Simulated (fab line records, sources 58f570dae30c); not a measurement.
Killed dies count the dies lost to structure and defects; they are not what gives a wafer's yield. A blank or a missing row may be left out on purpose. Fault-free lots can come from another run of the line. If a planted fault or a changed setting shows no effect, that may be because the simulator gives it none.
Which tool did it? ; flow berkeley_cmos170 ; 12 lots, 36 wafers sampled, at 4 steps of a route of 331

== WHAT EACH GAUGE READ, for each wafer ==
UCB170_START_THK_MEAS_03.
lot;measured;on;START_OXIDE_THK (nm)
L206;day 1 14:35;film_metro-02;20.0 20.4 19.9
L207;day 1 20:56;film_metro-04;20.4 20.5 21.0
L208;day 2 01:56;film_metro-03;20.3 19.7 20.3
L211;day 2 16:30;film_metro-04;20.1 20.1 20.3
L214;day 3 07:58;film_metro-03;19.0 18.7 19.2
L216;day 3 16:30;film_metro-04;20.7 20.7 20.8
L218;day 4 02:56;film_metro-02;20.8 20.4 20.7
L221;day 4 18:08;film_metro-04;20.0 19.9 19.9
L223;day 5 04:17;film_metro-02;20.1 20.1 19.9
L225;day 5 15:11;film_metro-03;19.9 19.6 19.6
L226;day 5 19:43;film_metro-04;19.6 19.5 19.9
L227;day 6 01:39;film_metro-03;19.7 19.6 19.5

UCB170_ACTIVE_THK_MEAS_03.
lot;measured;on;ACTIVE_OXIDE_THK (nm)
L206;day 3 20:25;film_metro-03;26.7 26.7 26.7
L207;day 4 04:23;film_metro-03;26.5 26.5 26.5
L208;day 4 15:17;film_metro-04;26.2 26.1 26.3
L211;day 5 07:11;film_metro-02;28.0 28.1 28.5
L214;day 5 19:11;film_metro-02;28.5 28.3 28.8
L216;day 6 04:22;film_metro-02;29.3 29.4 29.1
L218;day 6 16:30;film_metro-02;29.0 29.5 28.8
L221;day 7 12:10;film_metro-04;25.3 25.5 26.0
L223;day 7 21:16;film_metro-04;26.5 27.4 27.2
L225;day 8 03:59;film_metro-04;25.5 26.0 26.4
L226;day 8 09:56;film_metro-04;25.8 25.8 25.6
L227;day 8 09:56;film_metro-03;26.7 27.1 26.7

UCB170_FIELD_THK_MEAS_90.
lot;measured;on;FIELD_OXIDE_LEFT_1_THK (nm)
L206;day 4 17:40;film_metro-01;453 441 441
L207;day 5 06:19;film_metro-03;458 446 448
L208;day 5 20:23;film_metro-03;431 439 428
L211;day 6 14:13;film_metro-04;450 454 452
L214;day 7 01:28;film_metro-04;439 440 442
L216;day 7 07:12;film_metro-01;437 444 447
L218;day 7 13:25;film_metro-04;448 454 444
L221;day 8 18:05;film_metro-03;438 452 446
L223;day 8 23:05;film_metro-03;425 428 430
L225;day 9 07:45;film_metro-04;446 460 439
L226;day 9 14:42;film_metro-01;448 450 455
L227;day 9 14:42;film_metro-04;443 445 445

UCB170_M2_THK_MEAS_03: measures by xrf.
lot;measured;on;M2_AL_THK (nm)
L206;day 7 08:06;film_metro-03;906 915 909
L207;day 8 02:52;film_metro-01;910 889 921
L208;day 8 08:10;film_metro-03;901 921 918
L211;day 9 06:26;film_metro-04;935 924 926
L214;day 9 14:17;film_metro-03;913 913 924
L216;day 9 22:25;film_metro-01;905 938 904
L218;day 10 08:26;film_metro-01;888 892 897
L221;day 11 10:38;film_metro-04;943 938 944
L223;day 11 09:40;film_metro-01;940 953 935
L225;day 11 17:19;film_metro-03;933 917 942
L226;day 12 01:32;film_metro-04;932 921 926
L227;day 12 01:14;film_metro-01;925 898 906

== EACH LOT AND THE TOOL THAT RAN IT (in order: tool; ch and the chambers of the sampled wafers; start) ==
Record: no process step prior to these readings.

== AS READ BY THE TOOLS THEMSELVES (means over the sampled wafers that have a number; for cases with no such wafer, the mark the record gives instead) ==
The record holds no such reading with a usual standard deviation.

== THE ANSWER, worked out from the rows above alone ==
Rule: what is usual is taken from the lots themselves. The widest of any qualifying gaps counts: lots, ordered by their means at a reading, are off when they make up no more than a third of the lots, leave a main group of 4 or more, and stand apart from it by 3 or more times the standard deviation of that group's means. The tables above print the reading to a certain number of digits; a main group whose means all agree to those digits is not used. Also off: a lot with no number at a reading for which 4 or more lots have one. Any other lot the step has rows for is counted as sound. First the gauges in route order, then the tools' own readings, where a lot's mean is used as printed above. At the first step where some lot is off, the reading lying furthest off is the one used; lots without a number count as furthest.
Nothing can be told from this: no lot is off at any reading shown.

== WHAT THE SIMULATOR HAD INSERTED ==
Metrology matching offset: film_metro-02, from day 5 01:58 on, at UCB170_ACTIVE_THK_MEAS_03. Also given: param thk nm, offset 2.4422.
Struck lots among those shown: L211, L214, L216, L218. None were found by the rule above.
